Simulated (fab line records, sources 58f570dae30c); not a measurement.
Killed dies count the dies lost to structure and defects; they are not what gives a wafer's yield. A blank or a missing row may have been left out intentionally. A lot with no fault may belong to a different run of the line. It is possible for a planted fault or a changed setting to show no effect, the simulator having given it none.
A single fault, viewed from 2 desks | flow berkeley-cmos170 | what lay behind the numbers comes last; until then each desk has only its own

## FOR THE TOOL OWNER'S DESK: implanter-01
The tool's own readings at UCB170_PWELL_IMPLANT_15, given as means over the sampled wafers that have a number, one for each lot that went through this tool. Any lot whose mean is over 4 standard deviations away from the usual mean is out of limits and marked OUT; that distance is given in the brackets.
Columns: A = dose-ions-cm2 at UCB170_PWELL_IMPLANT_15, usual 5e+12; B = faraday-current-uA at UCB170_PWELL_IMPLANT_15, usual 15.8
lot  | first seen here | A                       | B
L763 | day 3 09:37     | 5e+12                   | 15.8
L766 | day 4 00:01     | 5e+12                   | 16.1
L769 | day 4 14:28     | 5e+12                   | 15.5
L778 | day 6 16:10     | 6e+12 (+99 or more) OUT | 19.8 (+12) OUT
L780 | day 7 13:51     | 6e+12 (+99 or more) OUT | 19.6 (+12) OUT
This desk's finding: out of limits on L778, L780; first on L778, day 6 16:10 (dose-ions-cm2 at UCB170_PWELL_IMPLANT_15). In limits: L763, L766, L769.

## FROM THE METROLOGY DESK
What the gauges read for every lot (on any tool): the sampled wafers with a number, averaged. Any lot whose mean is over 4 standard deviations away from the usual mean is out of limits and marked OUT; that distance is given in the brackets.
Columns: A = PWELL_TW at UCB170_PWELL_TW_MEAS_17, usual 380.8; B = SPACER_TEOS_THK at UCB170_SPACER_THK_MEAS_01, usual 377 nm
lot  | first seen here | A                | B
L763 | day 3 09:51     | 381.3            | 374
L762 | day 3 10:55     | 380.6            | 369
L766 | day 4 00:14     | 384.0            | 377
L767 | day 4 00:28     | 378.1            | 380
L764 | day 4 00:45     | 380.8            | 380
L768 | day 4 05:20     | 378.0            | 377
L769 | day 4 14:42     | 378.5            | 373
L771 | day 5 00:30     | 382.8            | 380
L772 | day 5 06:29     | 382.4            | 379
L774 | day 5 11:00     | 382.4            | 377
L778 | day 6 16:24     | 405.3 (+9.8) OUT | 380
L780 | day 7 14:05     | 404.5 (+9.5) OUT | 374
L782 | day 7 19:22     | 377.6            | 374
L783 | day 7 19:37     | 383.4            | 381
This desk reports L778, L780 out of limits; the earliest was L778 at day 6 16:24 (PWELL_TW at UCB170_PWELL_TW_MEAS_17). In limits: L763, L762, L766, L767, L764, L768, L769, L771, L772, L774, L782, L783.

## TAKEN TOGETHER
The tool owner's desk had the chance to raise an alarm at day 6 16:10 on L778, L780.
L778, L780 would have let the metrology desk raise an alarm at day 6 16:24.
All the named lots went through UCB170_PWELL_IMPLANT_15 on implanter-01.

## WHAT THE SIMULATOR HAD PUT IN
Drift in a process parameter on implanter-01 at UCB170_PWELL_IMPLANT_15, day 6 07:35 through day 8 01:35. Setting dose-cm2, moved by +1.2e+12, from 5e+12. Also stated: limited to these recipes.
Lots struck among those shown: L778, L780.
Hours from the fault's start to each desk's first reading out of limits: the tool owner's desk, 9; the metrology desk, 9.
